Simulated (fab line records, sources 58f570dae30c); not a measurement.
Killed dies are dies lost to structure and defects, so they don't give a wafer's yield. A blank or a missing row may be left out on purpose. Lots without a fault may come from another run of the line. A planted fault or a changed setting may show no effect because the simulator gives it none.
Matching of chambers || flow berkeley cmos170 || 4 sister chambers for UCB170_V1_CMP_02 on cmp-01
The step polishes SiO2. 8 wafers are shown with their chamber, then 7 later ones without.

WAFERS WITH THEIR CHAMBER
{"wafer": "L951.1", "chamber": 3, "motor current A (A)": 15.3, "head pressure psi (psi)": 5.981}
{"wafer": "L947.3", "chamber": 2, "motor current A (A)": 17.7, "head pressure psi (psi)": 6.009}
{"wafer": "L947.5", "chamber": 3, "motor current A (A)": 15.9, "head pressure psi (psi)": 5.991}
{"wafer": "L947.6", "chamber": 0, "motor current A (A)": 20.2, "head pressure psi (psi)": 6.011}
{"wafer": "L959.2", "chamber": 2, "motor current A (A)": 18.5, "head pressure psi (psi)": 6.005}
{"wafer": "L959.6", "chamber": 1, "motor current A (A)": 16.8, "head pressure psi (psi)": 5.995}
{"wafer": "L966.2", "chamber": 0, "motor current A (A)": 20.7, "head pressure psi (psi)": 5.993}
{"wafer": "L966.3", "chamber": 1, "motor current A (A)": 17.0, "head pressure psi (psi)": 5.993}

WAFERS WITHOUT THEIR CHAMBER
{"wafer": "L966.5", "motor current A (A)": 15.8, "head pressure psi (psi)": 6.015}
{"wafer": "L970.1", "motor current A (A)": 21.4, "head pressure psi (psi)": 6.017}
{"wafer": "L970.3", "motor current A (A)": 16.1, "head pressure psi (psi)": 5.981}
{"wafer": "L970.4", "motor current A (A)": 15.1, "head pressure psi (psi)": 6.008}
{"wafer": "L969.4", "motor current A (A)": 18.3, "head pressure psi (psi)": 6.006}
{"wafer": "L969.5", "motor current A (A)": 16.7, "head pressure psi (psi)": 6.003}
{"wafer": "L969.6", "motor current A (A)": 18.5, "head pressure psi (psi)": 5.994}

EACH ONE'S CHAMBER
{"wafer": "L966.5", "from the rows above": "can't be placed: 3 or 1 or 2", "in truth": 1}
{"wafer": "L970.1", "from the rows above": 0, "in truth": 0}
{"wafer": "L970.3", "from the rows above": "can't be placed: 3 or 1", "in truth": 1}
{"wafer": "L970.4", "from the rows above": "can't be placed: 3 or 1", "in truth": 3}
{"wafer": "L969.4", "from the rows above": 2, "in truth": 2}
{"wafer": "L969.5", "from the rows above": 1, "in truth": 1}
{"wafer": "L969.6", "from the rows above": "can't be placed: 2 or 1", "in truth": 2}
Correct placement for 3 of the 7. Unplaceable from these rows: 4, with the true chamber sitting among the candidates in 4. Placed wrongly: 0.
How it was worked out, from the rows above alone: a wafer's distance from a chamber is the root of the sum, over the readings, of the square of ((its reading less the chamber's mean) divided by the reading's scatter). If the next closest chamber is less than 2 further off than the closest, the wafer can't be placed; otherwise it belongs to the closest. The mean given for a chamber averages the wafers shown for that chamber. The scatter: the root of (the sum of the squares of (reading less its chamber's mean) over the shown wafers, divided by (wafers less chambers)).
